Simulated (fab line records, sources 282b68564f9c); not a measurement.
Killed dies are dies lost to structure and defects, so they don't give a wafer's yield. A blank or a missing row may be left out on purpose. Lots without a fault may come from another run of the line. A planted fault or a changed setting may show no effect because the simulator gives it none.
fab line records | flow rit_cmos
record lots=13 wafers=39 last_day=7
route steps=202 shown M1@184
lots that met no fault: from a run of the same line without faults
start_h: hours from the record's first day to the start of the lot's first wafer shown | wait_h: hours since the lot's step before | " the same as in the row above | L1.1+2: a row that stands for several wafers | - no value, or no start given | * or withheld: withheld | < > ~ a bound
route shown NAME@n: a module of which the file shows steps, and the number in the route of the first | usual: mean/standard deviation of fault-free wafers | same: alike in all rows | chamber/n: place in a boat | sites: the reading at each site | _std_site: their standard deviation | _edge_site: outer sites' mean less inner sites' | radius_mm: how far each site lies from the wafer's centre | mask NAME#n: copy n | behind: the tool/chamber that last shaped the wafer | hold: why the lot was held/for how many hours/how that ended | device: the transistor (n, p or np) that didn't switch | end of line: the same wafers' tests at the end of the route | a step without rows: its recipe alone | killed: dies lost to structure and defects at the first sort, not the wafer's yield | map: a wafer's dies, x killed, . not, _ none there
set.NAME: the setting as run; set.NAME@STEP: as run at that earlier step | model.NAME: the simulator's own value behind a step, which no gauge read
steps of the route over a sample of lots; a table a step, a row a wafer
services: from which hour (start_h, from the record's first day; less than 0 if before it) a tool's chamber was out of use, for how many hours, and why
## steps
# step RIT_M1_SPUTTER_00
# recipe material=Al target_thk_nm=400 power_w=2000 chamber_pressure_pa=0.4 gas=Ar time_s=500 substrate_temp_c=25
# usual throttle_valve_pct=30.1/0.71
# columns lot.wafer tool chamber start_h wait_h throttle_valve_pct
L305.3 pvd_sputter-03 - 60.20 0.0 29.8
L305.5 " - " " 29.0
L305.6 " - " " 28.9
L306.2 pvd_sputter-02 - 65.25 0.0 30.6
L306.4 " - " " 29.6
L306.5 " - " " 30.7
L310.2 pvd_sputter-04 - 82.55 0.0 29.5
L310.3 " - " " 29.9
L310.5 " - " " 29.9
L311.2 pvd_sputter-02 - 87.52 0.0 30.7
L311.3 " - " " 31.4
L311.6 " - " " 29.6
L312.1 pvd_sputter-04 - 94.11 0.0 30.2
L312.2 " - " " 29.9
L312.4 " - " " 29.4
L313.2 pvd_sputter-02 - 98.39 0.0 30.7
L313.3 " - " " 31.2
L313.5 " - " " 31.4
L314.1 pvd_sputter-04 - 102.73 0.0 29.3
L314.4 " - " " 30.1
L314.5 " - " " 30.3
L316.2 pvd_sputter-04 - 113.37 0.0 30.8
L316.3 " - " " 29.8
L316.6 " - " " 29.6
L317.1 pvd_sputter-02 - 118.65 0.0 31.6
L317.4 " - " " 31.0
L317.6 " - " " 30.6
L318.3 pvd_sputter-03 - 125.41 0.0 29.1
L318.5 " - " " 29.1
L318.6 " - " " 30.1
L319.1 pvd_sputter-02 - 132.51 0.0 30.7
L319.3 " - " " 30.3
L319.4 " - " " 29.4
L324.2 pvd_sputter-02 - 157.13 0.0 30.9
L324.4 " - " " 30.2
L324.5 " - " " 30.2
L327.4 pvd_sputter-04 - 168.46 0.0 29.4
L327.5 " - " " 30.1
L327.6 " - " " 29.6
# step RIT_M1_RS_MEAS_01
# recipe thk_meas_gauge=four-point-probe reads=Al_of_M1_SPUTTER_00
# usual M1_AL_RS=0.0736/0.00073
# columns lot.wafer tool chamber start_h wait_h M1_AL_RS[ohm/sq]
L305.3 film_metro-03 - 60.54 0.2 0.0728
L305.5 " - " " 0.0725
L305.6 " - " " 0.0727
L306.2 film_metro-02 - 65.56 0.2 0.0738
L306.4 " - " " 0.0737
L306.5 " - " " 0.0737
L310.2 film_metro-04 - 82.86 0.2 0.0725
L310.3 " - " " 0.0723
L310.5 " - " " 0.0724
L311.2 film_metro-03 - 87.83 0.2 0.0745
L311.3 " - " " 0.0740
L311.6 " - " " 0.0740
L312.1 film_metro-02 - 94.40 0.1 0.0730
L312.2 " - " " 0.0718
L312.4 " - " " 0.0722
L313.2 film_metro-02 - 98.70 0.2 0.0747
L313.3 " - " " 0.0739
L313.5 " - " " 0.0741
L314.1 film_metro-03 - 103.02 0.1 0.0735
L314.4 " - " " 0.0739
L314.5 " - " " 0.0743
L316.2 film_metro-03 - 113.68 0.2 0.0729
L316.3 " - " " 0.0733
L316.6 " - " " 0.0734
L317.1 film_metro-03 - 118.95 0.1 0.0749
L317.4 " - " " 0.0754
L317.6 " - " " 0.0756
L318.3 film_metro-02 - 125.75 0.2 0.0733
L318.5 " - " " 0.0733
L318.6 " - " " 0.0731
L319.1 film_metro-04 - 132.80 0.1 0.0740
L319.3 " - " " 0.0744
L319.4 " - " " 0.0737
L324.2 film_metro-04 - 157.44 0.2 0.0699
L324.4 " - " " 0.0740
L324.5 " - " " 0.0742
L327.4 film_metro-03 - 168.82 0.2 0.0733
L327.5 " - " " 0.0737
L327.6 " - " " 0.0735
# step RIT_M1_THK_MEAS_02
# recipe thk_meas_gauge=xrf reads=Al_of_M1_SPUTTER_00
# usual M1_AL_THK=395/4
# columns lot.wafer tool chamber start_h wait_h M1_AL_THK[nm]
L305.3 film_metro-03 - 60.64 0.1 399
L305.5 " - " " 401
L305.6 " - " " 399
L306.2 film_metro-02 - 65.67 0.1 396
L306.4 " - " " 396
L306.5 " - " " 395
L310.2 film_metro-04 - 82.97 0.1 397
L310.3 " - " " 403
L310.5 " - " " 405
L311.2 film_metro-03 - 87.94 0.1 391
L311.3 " - " " 392
L311.6 " - " " 390
L312.1 film_metro-02 - 94.52 0.1 399
L312.2 " - " " 403
L312.4 " - " " 403
L313.2 film_metro-02 - 98.81 0.1 391
L313.3 " - " " 395
L313.5 " - " " 393
L314.1 film_metro-03 - 103.14 0.1 397
L314.4 " - " " 391
L314.5 " - " " 389
L316.2 film_metro-03 - 113.79 0.1 398
L316.3 " - " " 397
L316.6 " - " " 396
L317.1 film_metro-03 - 119.07 0.1 389
L317.4 " - " " 383
L317.6 " - " " 383
L318.3 film_metro-02 - 125.85 0.1 398
L318.5 " - " " 397
L318.6 " - " " 398
L319.1 film_metro-04 - 132.92 0.1 393
L319.3 " - " " 389
L319.4 " - " " 395
L324.2 film_metro-04 - 157.55 0.1 416
L324.4 " - " " 394
L324.5 " - " " 393
L327.4 film_metro-03 - 168.91 0.1 392
L327.5 " - " " 392
L327.6 " - " " 393
# step RIT_M1_PROBE_99
# usual defect_limited_yield=97.3/1.1 killed_at_contacts=0.1/0.25 killed_at_front_end=7.1/2.9 killed_dies=7.2/2.9 killed_open=3.6/1.9 killed_short=3.5/1.9 sort_bin_3_pad_short=0.1/0.22 sort_bin_5_function=1.5/0.77 sort_bin_6_memory=1.1/0.67 sort_n_pass=256.8/2.9 sort_yield_pct=97.3/1.1
# same gross_dies=264 killed_at_M0_to_M3=0 killed_at_M4_up=0 killed_at_back_side=0 killed_at_other=0
# columns lot.wafer tool chamber start_h wait_h defect_limited_yield[%] killed_at_contacts killed_at_front_end killed_dies killed_open killed_short sort_bin_3_pad_short[%] sort_bin_5_function[%] sort_bin_6_memory[%] sort_n_pass sort_yield_pct[%]
L317.1 prober-02 - 125.62 0.1 97.0 0 8 8 5 3 0 0.8 2.3 256.0 97.0
L317.4 prober-02 - 125.77 0.2 95.5 0 12 12 7 5 0.4 1.5 2.7 252.0 95.5
L317.6 prober-02 - 125.87 0.2 98.5 0 4 4 2 2 0 0.4 1.1 260.0 98.5
L318.3 prober-01 - 130.47 0.2 96.6 0 9 9 7 2 0 1.1 2.3 255.0 96.6
L318.5 prober-01 - 130.57 0.2 98.5 0 4 4 0 4 0 0.4 1.1 260.0 98.5
L318.6 prober-01 - 130.62 0.2 97.7 0 6 6 3 3 0 1.5 0.8 258.0 97.7
# killed by level:class
L317.1 FOX2:geometric_particle:open=2 GATE:geometric_particle:short=2 GATE:geometric_particle:open=1 REOX:geometric_particle:open=1 SPACER:geometric_particle:open=1 SILICIDE:geometric_particle:short=1
L317.4 SILICIDE:geometric_particle:short=3 GATE:geometric_particle:short=2 GATE:geometric_particle:open=2 SPACER:geometric_particle:open=2 SILICIDE:geometric_particle:open=2 FOX1:geometric_particle:open=1
L317.6 FOX1:geometric_particle:open=2 GATE:geometric_particle:short=1 SILICIDE:geometric_particle:short=1
L318.3 FOX1:geometric_particle:open=4 FOX1:geometric_particle:short=2 GATE:geometric_particle:open=2 SILICIDE:geometric_particle:open=1
L318.5 REOX:geometric_particle:short=3 GATE:geometric_particle:short=1
L318.6 FOX2:geometric_particle:open=2 FOX1:geometric_particle:short=1 GATE:geometric_particle:short=1 SPACER:geometric_particle:short=1 SPACER:geometric_particle:open=1
## services
# columns tool chamber start_h hours kind
pvd_sputter-04 - 70.36 1.3 repair
## key
first_sign step=RIT_M1_RS_MEAS_01 reading=M1_AL_RS direction=down sigmas=5.1 usual=0.0736 struck=0.0699
effect step=RIT_M1_THK_MEAS_02 reading=M1_AL_THK direction=up sigmas=5.4 usual=395 struck=416
met_at RIT_M1_SPUTTER_00
struck_lots L324
struck_wafers L324.2
onset_between 132.51 157.13
fault kind=process_parameter_drift tool=pvd_sputter-02 chamber=- onset_h=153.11 steps=RIT_M1_SPUTTER_00 channel=time_s offset=* shape=step end_h=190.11 stated=* scope=struck_wafers_only
